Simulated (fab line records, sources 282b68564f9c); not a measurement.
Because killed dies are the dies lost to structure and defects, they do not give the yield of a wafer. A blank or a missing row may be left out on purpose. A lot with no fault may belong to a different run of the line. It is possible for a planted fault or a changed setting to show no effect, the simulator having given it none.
Which tool did it? + flow rit-cmos + 7 lots, 21 wafers sampled, at 2 steps of a route of 202

WHAT THE GAUGES SHOWED, per wafer
RIT_REOX_THK_MEAS_04.
| lot  | measured    | on            | REOX_OXIDE_THK (nm) |
|------|-------------|---------------|---------------------|
| L339 | day 4 05:29 | film-metro-01 | 25.8 25.6 25.6      |
| L341 | day 4 11:56 | film-metro-01 | 25.4 25.2 25.4      |
| L343 | day 4 17:46 | film-metro-01 | 25.6 25.4 25.6      |
| L345 | day 5 12:01 | film-metro-01 | 25.7 25.5 25.6      |
| L346 | day 5 19:27 | film-metro-01 | 25.6 25.1 25.5      |
| L350 | day 6 01:28 | film-metro-04 | 29.3 28.9 29.2      |
| L352 | day 6 05:27 | film-metro-04 | 29.1 29.3 29.1      |

WHICH TOOL RAN EACH LOT (tool, then ch and the chambers of the sampled wafers, then the start)
| lot  | RIT_REOX_OXIDATION_03        |
|------|------------------------------|
| L339 | furnace-04 ch 0, day 4 02:55 |
| L341 | furnace-03 ch 0, day 4 09:23 |
| L343 | furnace-03 ch 0, day 4 15:11 |
| L345 | furnace-04 ch 0, day 5 09:28 |
| L346 | furnace-03 ch 0, day 5 16:53 |
| L350 | furnace-04 ch 0, day 5 22:55 |
| L352 | furnace-04 ch 0, day 6 02:54 |
- RIT_REOX_OXIDATION_03: target thk 25.2 nm, ox time 5580 s.

THE ANSWER, worked out from the rows above alone
Rule: the lots themselves supply what counts as usual. The widest of any qualifying gaps counts: lots, ordered by their means at a reading, are off when they make up no more than a third of the lots, leave a main group of 4 or more, and stand apart from it by 3 or more times the standard deviation of that group's means. A main group whose means are all the same, to the digits that the tables above print for the reading, isn't used. A lot without any number at a reading at which 4 lots or more have one is off too. Where the step has rows for the other lots, those lots are counted as sound.
Off: L350, L352, seen at RIT_REOX_THK_MEAS_04 (REOX_OXIDE_THK). Main group: mean 25.5 nm, sd 0.12.
If a tool, at a process step before that reading, ran all the lots that are off and no sound lot after the first of them, it fits. Those tools and the gauges at RIT_REOX_THK_MEAS_04 are tried in the same way. Can't be told from this: 2 tools fit, furnace-04 at RIT_REOX_OXIDATION_03, film-metro-04 at RIT_REOX_THK_MEAS_04.

WHAT THE SIMULATOR HAD INSERTED
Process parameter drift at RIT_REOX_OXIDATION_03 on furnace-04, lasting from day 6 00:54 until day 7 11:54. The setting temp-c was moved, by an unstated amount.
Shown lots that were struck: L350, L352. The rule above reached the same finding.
